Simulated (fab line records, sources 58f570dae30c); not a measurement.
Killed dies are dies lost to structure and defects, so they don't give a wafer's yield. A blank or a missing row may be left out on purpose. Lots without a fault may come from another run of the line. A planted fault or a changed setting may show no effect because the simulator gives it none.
fab line records | flow berkeley_cmos170
record lots=13 wafers=39 last_day=13
route steps=331 shown NSD@194 V1@256 M2@278
lots that met no fault: from a run of the same line without faults
start_h: hours from the record's first day to the start of the lot's first wafer shown | wait_h: hours since the lot's step before | " the same as in the row above | L1.1+2: a row that stands for several wafers | - no value, or no start given | * or withheld: withheld | < > ~ a bound
route shown NAME@n: a module of which the file shows steps, and the number in the route of the first | usual: mean/standard deviation of fault-free wafers | same: alike in all rows | chamber/n: place in a boat | sites: the reading at each site | _std_site: their standard deviation | _edge_site: outer sites' mean less inner sites' | radius_mm: how far each site lies from the wafer's centre | mask NAME#n: copy n | behind: the tool/chamber that last shaped the wafer | hold: why the lot was held/for how many hours/how that ended | device: the transistor (n, p or np) that didn't switch | end of line: the same wafers' tests at the end of the route | a step without rows: its recipe alone | killed: dies lost to structure and defects at the first sort, not the wafer's yield | map: a wafer's dies, x killed, . not, _ none there
set.NAME: the setting as run; set.NAME@STEP: as run at that earlier step | model.NAME: the simulator's own value behind a step, which no gauge read
steps of the route over a sample of lots; a table a step, a row a wafer
services: from which hour (start_h, from the record's first day; less than 0 if before it) a tool's chamber was out of use, for how many hours, and why
## steps
# step UCB170_NSD_OVL_MEAS_07
# usual NSD_OVL=1/5.7
# columns lot.wafer tool chamber start_h wait_h NSD_OVL[nm]
L693.3 overlay-02 - 175.97 0.1 1
L693.4 " - " " 1
L693.6 " - " " 4
L696.3 overlay-02 - 176.22 0.1 4
L696.4 " - " " 3
L696.6 " - " " 5
L694.1 overlay-01 - 176.48 0.1 2
L694.3 " - " " 2
L694.6 " - " " -7
L698.1 overlay-01 - 180.77 0.1 -1
L698.2 " - " " 3
L698.5 " - " " -2
L697.1 overlay-02 - 181.05 0.1 3
L697.3 " - " " 4
L697.5 " - " " 4
L700.2 overlay-01 - 199.45 0.1 11
L700.3 " - " " 6
L700.5 " - " " 13
L701.1 overlay-02 - 199.71 0.1 -3
L701.2 " - " " 0
L701.5 " - " " -3
L702.1 overlay-02 - 200.11 0.1 3
L702.2 " - " " 1
L702.3 " - " " 5
L707.1 overlay-01 - 229.61 0.1 10
L707.3 " - " " 14
L707.6 " - " " 17
L713.1 overlay-01 - 256.12 0.1 -2
L713.2 " - " " -3
L713.6 " - " " 4
L712.1 overlay-01 - 256.67 0.1 -3
L712.3 " - " " -4
L712.4 " - " " -4
L714.1 overlay-02 - 267.24 0.1 -3
L714.5 " - " " -11
L714.6 " - " " -5
L716.2 overlay-02 - 272.90 0.1 6
L716.4 " - " " 8
L716.6 " - " " 4
# step UCB170_V1_CMP_02
# recipe material=SiO2 down_force_psi=6 platen_rpm=60 pad_velocity_m_s=0.75398
# usual motor_current_A=15.5/1.2
# columns lot.wafer tool chamber start_h wait_h motor_current_A
L696.4 cmp-01 0 188.08 0.1 15.9
L696.3 " 1 " " 16.8
L696.6 " 3 " " 14.1
L693.4 cmp-02 1 189.31 0.0 14.7
L693.3 " 0 " " 14.2
L693.6 " 2 " " 16.4
L694.3 cmp-01 3 190.75 0.1 14.5
L694.1 " 0 " " 15.0
L694.6 " 2 " " 16.0
L698.2 cmp-02 0 191.98 0.0 14.6
L698.1 " 1 " " 14.6
L698.5 " 1 " " 14.4
L697.1 cmp-01 1 193.31 0.1 17.3
L697.3 " 0 " " 15.0
L697.5 " 2 " " 15.7
L700.2 cmp-02 1 213.16 0.0 14.0
L700.3 " 3 " " 16.5
L700.5 " 2 " " 16.2
L701.2 cmp-02 3 215.83 0.0 16.9
L701.1 " 1 " " 13.9
L701.5 " 0 " " 14.1
L702.2 cmp-01 2 215.83 0.0 16.8
L702.1 " 3 " " 14.5
L702.3 " 0 " " 15.7
L707.3 cmp-01 2 243.59 0.0 15.3
L707.1 " 0 " " 15.6
L707.6 " 2 " " 15.4
L713.1 cmp-02 2 269.66 0.1 15.5
L713.2 " 1 " " 13.8
L713.6 " 3 " " 17.5
L712.4 cmp-02 0 270.99 0.0 15.0
L712.1 " 1 " " 14.0
L712.3 " 2 " " 15.7
L714.1 cmp-02 2 277.80 0.1 16.4
L714.5 " 2 " " 15.3
L714.6 " 3 " " 17.7
L716.4 cmp-02 3 288.22 0.0 17.0
L716.2 " 1 " " 13.8
L716.6 " 0 " " 14.8
# step UCB170_V1_THK_MEAS_04
# recipe reads=SiO2_of_V1_CVD_00
# usual V1_POLISHED_THK=1000.1/1.1
# columns lot.wafer tool chamber start_h wait_h V1_POLISHED_THK[nm]
L696.3 film_metro-04 - 188.42 0.1 1002.1
L696.4 " - " " 1000.6
L696.6 " - " " 999.8
L693.3 film_metro-04 - 189.75 0.1 1000.7
L693.4 " - " " 999.3
L693.6 " - " " 998.6
L694.1 film_metro-01 - 191.07 0.1 999.6
L694.3 " - " " 1001.2
L694.6 " - " " 1000.4
L698.1 film_metro-03 - 192.40 0.1 999.7
L698.2 " - " " 999.5
L698.5 " - " " 999.1
L697.1 film_metro-04 - 193.73 0.1 999.0
L697.3 " - " " 999.7
L697.5 " - " " 997.7
L700.2 film_metro-03 - 213.59 0.1 999.3
L700.3 " - " " 1001.0
L700.5 " - " " 1000.7
L701.1 film_metro-01 - 216.25 0.1 999.5
L701.2 " - " " 999.7
L701.5 " - " " 999.0
L702.1 film_metro-03 - 216.25 0.1 1001.1
L702.2 " - " " 998.8
L702.3 " - " " 999.5
L707.1 film_metro-01 - 244.01 0.1 749.9
L707.3 " - " " 999.5
L707.6 " - " " 1000.3
L713.1 film_metro-03 - 270.08 0.1 999.2
L713.2 " - " " 998.6
L713.6 " - " " 1000.2
L712.1 film_metro-03 - 271.41 0.1 1000.8
L712.3 " - " " 998.3
L712.4 " - " " 999.7
L714.1 film_metro-03 - 278.22 0.1 999.2
L714.5 " - " " 999.0
L714.6 " - " " 1000.3
L716.2 film_metro-01 - 288.65 0.1 1001.0
L716.4 " - " " 1001.6
L716.6 " - " " 1001.3
# step UCB170_V1_OVL_MEAS_13
# usual V1_OVL=4/4.8
# columns lot.wafer tool chamber start_h wait_h V1_OVL[nm]
L696.3 overlay-01 - 193.00 0.1 8
L696.4 " - " " 2
L696.6 " - " " 3
L694.1 overlay-02 - 193.26 0.1 9
L694.3 " - " " 6
L694.6 " - " " 4
L693.3 overlay-02 - 193.84 0.1 6
L693.4 " - " " 10
L693.6 " - " " 12
L698.1 overlay-02 - 194.56 0.1 0
L698.2 " - " " 3
L698.5 " - " " 6
L697.1 overlay-01 - 196.68 0.1 2
L697.3 " - " " 13
L697.5 " - " " 9
L700.2 overlay-01 - 217.21 0.1 7
L700.3 " - " " 7
L700.5 " - " " 9
L701.1 overlay-01 - 217.75 0.1 7
L701.2 " - " " 4
L701.5 " - " " 4
L702.1 overlay-02 - 218.02 0.1 2
L702.2 " - " " 10
L702.3 " - " " 7
L707.1 overlay-02 - 246.65 0.1 13
L707.3 " - " " 14
L707.6 " - " " 2
L713.1 overlay-01 - 272.81 0.1 7
L713.2 " - " " 2
L713.6 " - " " 0
L712.1 overlay-02 - 273.77 0.1 -1
L712.3 " - " " 3
L712.4 " - " " 1
L714.1 overlay-01 - 281.56 0.1 2
L714.5 " - " " 13
L714.6 " - " " 11
L716.2 overlay-02 - 290.69 0.1 5
L716.4 " - " " 0
L716.6 " - " " -2
# step UCB170_V1_ETCH_14
# recipe chemistry=CHF3/CF4/Ar target=SiO2 stop_on=Al CHF3_flow_sccm=45 cf4_flow_sccm=15 Ar_flow_sccm=150 pressure_mtorr=200 rf_w=700 target_depth_a=12500 over_etch_frac=0.25 time_s=291
# usual drypump_motor_current_A=5.8/0.44 mfc_ar_sccm=150.0/0.42 oes_product_au=0.870/0.0098 throttle_valve_pct=6.91/0.093
# columns lot.wafer tool chamber start_h wait_h drypump_motor_current_A mfc_ar_sccm oes_product_au rf_hours_counter_h throttle_valve_pct
L696.3 rie_diel-03 2 193.02 0.0 5.6 149.4 0.860 17 6.79
L696.4 " 0 " " 5.4 150.1 0.882 - 6.90
L696.6 " 2 " " 5.7 149.7 0.870 - 6.77
L694.1 rie_diel-04 2 193.30 0.0 6.0 150.5 0.862 107 6.74
L694.3 " 3 " " 6.0 150.0 0.854 135 6.90
L694.6 " 1 " " 5.0 150.2 0.869 - 7.05
L693.3 rie_diel-03 2 193.86 0.0 5.7 150.2 0.863 18 6.79
L693.4 " 0 " " 5.4 149.7 0.881 - 6.88
L693.6 " 2 " " 5.7 150.3 0.866 - 6.79
L698.1 rie_diel-03 0 194.60 0.0 5.4 150.5 0.885 132 6.88
L698.2 " 3 " " 6.3 150.1 0.866 3 6.93
L698.5 " 0 " " 5.4 150.3 0.879 - 6.87
L697.1 rie_diel-02 1 196.72 0.0 6.3 149.9 0.864 47 6.97
L697.3 " 0 " " 6.1 149.9 0.888 67 6.90
L697.5 " 3 " " 5.5 150.1 0.857 - 7.08
L700.2 rie_diel-03 3 217.24 0.0 6.3 149.9 0.865 4 6.94
L700.3 " 0 " " 5.4 150.2 0.873 134 6.86
L700.5 " 3 " " 6.3 150.0 0.864 - 6.95
L701.1 rie_diel-04 3 217.78 0.0 6.0 150.0 0.852 136 6.89
L701.2 " 2 " " 5.9 149.7 0.861 108 6.75
L701.5 " 2 " " 5.9 150.2 0.868 - 6.77
L702.1 rie_diel-03 2 218.06 0.0 5.7 149.8 0.869 19 6.76
L702.2 " 3 " " 6.3 150.2 0.869 4 6.96
L702.3 " 0 " " 5.4 149.6 0.877 134 6.89
L707.1 rie_diel-03 1 246.68 0.0 6.4 149.6 0.747 39 6.84
L707.3 " 2 " " 5.7 150.1 0.865 20 6.78
L707.6 " 2 " " 5.6 150.0 0.867 - 6.76
L713.1 rie_diel-03 0 272.85 0.0 5.4 149.9 0.880 137 6.86
L713.2 " 1 " " 6.4 149.7 0.867 40 6.85
L713.6 " 1 " " 6.5 150.1 0.871 - 6.84
L712.1 rie_diel-02 2 273.81 0.0 5.2 149.8 0.877 41 6.99
L712.3 " 1 " " 6.3 149.1 0.854 51 6.98
L712.4 " 0 " " 6.1 150.0 0.888 70 6.92
L714.1 rie_diel-04 2 281.60 0.0 5.9 150.5 0.867 111 6.75
L714.5 " 2 " " 5.9 149.2 0.874 - 6.76
L714.6 " 3 " " 6.0 149.6 0.872 - 6.89
L716.2 rie_diel-04 1 290.72 0.0 5.0 149.8 0.877 5 7.05
L716.4 " 2 " " 5.9 149.4 0.866 111 6.75
L716.6 " 0 " " 5.4 149.5 0.874 - 7.01
# step UCB170_M2_STRIP_07
# recipe chemistry=O2 power_w=400 pressure_mtorr=3500 platen_temp_c=withheld o2_flow_sccm=400 overash_fraction=0.5
# usual drypump_motor_current_A=5.6/0.61 oes_product_au=0.734/0.004 strip_time_to_endpoint_s=21.94/0.056
# columns lot.wafer tool chamber start_h wait_h drypump_motor_current_A oes_product_au rf_hours_counter_h strip_time_to_endpoint_s
L696.3 plasma_asher-02 1 194.93 0.1 6.0 0.730 - 21.96
L696.4 " 0 " " 5.1 0.735 - 21.96
L696.6 " 0 " " 5.2 0.734 - 22.03
L694.1 plasma_asher-02 0 195.34 0.1 5.1 0.736 48 22.05
L694.3 " 0 " " 5.1 0.734 - 22.04
L694.6 " 1 " " 6.0 0.726 - 22.03
L693.3 plasma_asher-01 0 195.63 0.1 6.6 0.742 - 21.92
L693.4 " 1 " " 5.5 0.736 - 21.96
L693.6 " 1 " " 5.5 0.731 - 21.98
L698.1 plasma_asher-02 1 196.07 0.1 6.0 0.736 48 21.98
L698.2 " 0 " " 5.1 0.736 48 21.93
L698.5 " 1 " " 6.0 0.736 - 21.99
L697.1 plasma_asher-01 0 197.89 0.1 6.5 0.731 43 21.86
L697.3 " 1 " " 5.5 0.736 - 21.88
L697.5 " 0 " " 6.6 0.735 - 21.91
L700.2 plasma_asher-04 0 218.56 0.1 6.0 0.729 50 22.00
L700.3 " 1 " " 4.7 0.736 - 21.97
L700.5 " 0 " " 6.0 0.725 - 22.03
L701.1 plasma_asher-02 0 219.17 0.1 5.1 0.727 50 21.95
L701.2 " 1 " " 6.0 0.728 50 21.93
L701.5 " 0 " " 5.1 0.732 - 21.95
L702.1 plasma_asher-04 1 219.46 0.1 4.7 0.733 50 22.01
L702.2 " 0 " " 6.0 0.737 50 21.89
L702.3 " 1 " " 4.7 0.737 - 21.98
L707.1 plasma_asher-01 1 248.03 0.1 5.5 0.728 49 21.93
L707.3 " 1 " " 5.5 0.731 - 21.91
L707.6 " 1 " " 5.5 0.734 - 21.96
L713.1 plasma_asher-02 0 274.65 0.1 5.1 0.732 57 22.01
L713.2 " 1 " " 6.0 0.735 57 21.93
L713.6 " 0 " " 5.1 0.734 - 22.06
L712.1 plasma_asher-04 1 275.42 0.1 4.7 0.739 55 21.92
L712.3 " 0 " " 6.0 0.738 - 21.93
L712.4 " 1 " " 4.6 0.732 - 21.90
L714.1 plasma_asher-04 1 283.14 0.1 4.7 0.743 56 21.89
L714.5 " 1 " " 4.7 0.731 - 21.81
L714.6 " 0 " " 6.0 0.735 - 21.87
L716.2 plasma_asher-02 1 292.01 0.1 6.0 0.732 59 21.88
L716.4 " 0 " " 5.1 0.739 - 21.88
L716.6 " 1 " " 6.0 0.739 - 21.83
## services
# columns tool chamber start_h hours kind
rie_diel-03 1 179.15 15.9 repair
rie_diel-04 0 179.73 16.7 repair
rie_diel-04 3 195.17 5.8 repair
rie_diel-04 2 200.18 10.8 repair
cmp-02 - 204.39 8.2 repair
rie_diel-04 3 229.26 - clean
rie_diel-04 3 229.26 20.4 scheduled_down
rie_diel-04 3 229.26 20.4 vent_cycle
cmp-02 - 232.08 4.0 pm
plasma_asher-04 - 233.75 0.6 repair
cmp-02 - 236.08 - consumable_replace:conditioner
cmp-02 - 236.08 - consumable_replace:pad
rie_diel-04 - 243.96 3.2 repair
plasma_asher-04 - 249.31 12.7 repair
rie_diel-03 2 267.16 10.2 repair
rie_diel-03 0 277.32 - clean
rie_diel-03 0 277.32 17.3 scheduled_down
rie_diel-03 0 277.32 17.3 vent_cycle
cmp-02 - 281.88 0.7 repair
rie_diel-02 - 282.56 4.3 pm
plasma_asher-04 - 290.43 3.0 repair
## key
first_sign step=UCB170_V1_THK_MEAS_04 reading=V1_POLISHED_THK direction=down sigmas=99+ usual=1000.1 struck=749.9
effect step=UCB170_V1_ETCH_14 reading=oes_product_au direction=down sigmas=12 usual=0.870 struck=0.747
met_at UCB170_V1_CMP_02
struck_lots L707
struck_wafers L707.1
not_acting_at UCB170_NSD_OVL_MEAS_07,UCB170_V1_OVL_MEAS_13,UCB170_M2_STRIP_07
onset_between 215.83 243.59
fault kind=process_parameter_drift tool=cmp-01 chamber=0 onset_h=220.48 steps=UCB170_V1_CMP_02 channel=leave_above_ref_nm offset=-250 shape=step end_h=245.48 acts_in=these_recipes_only stated=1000
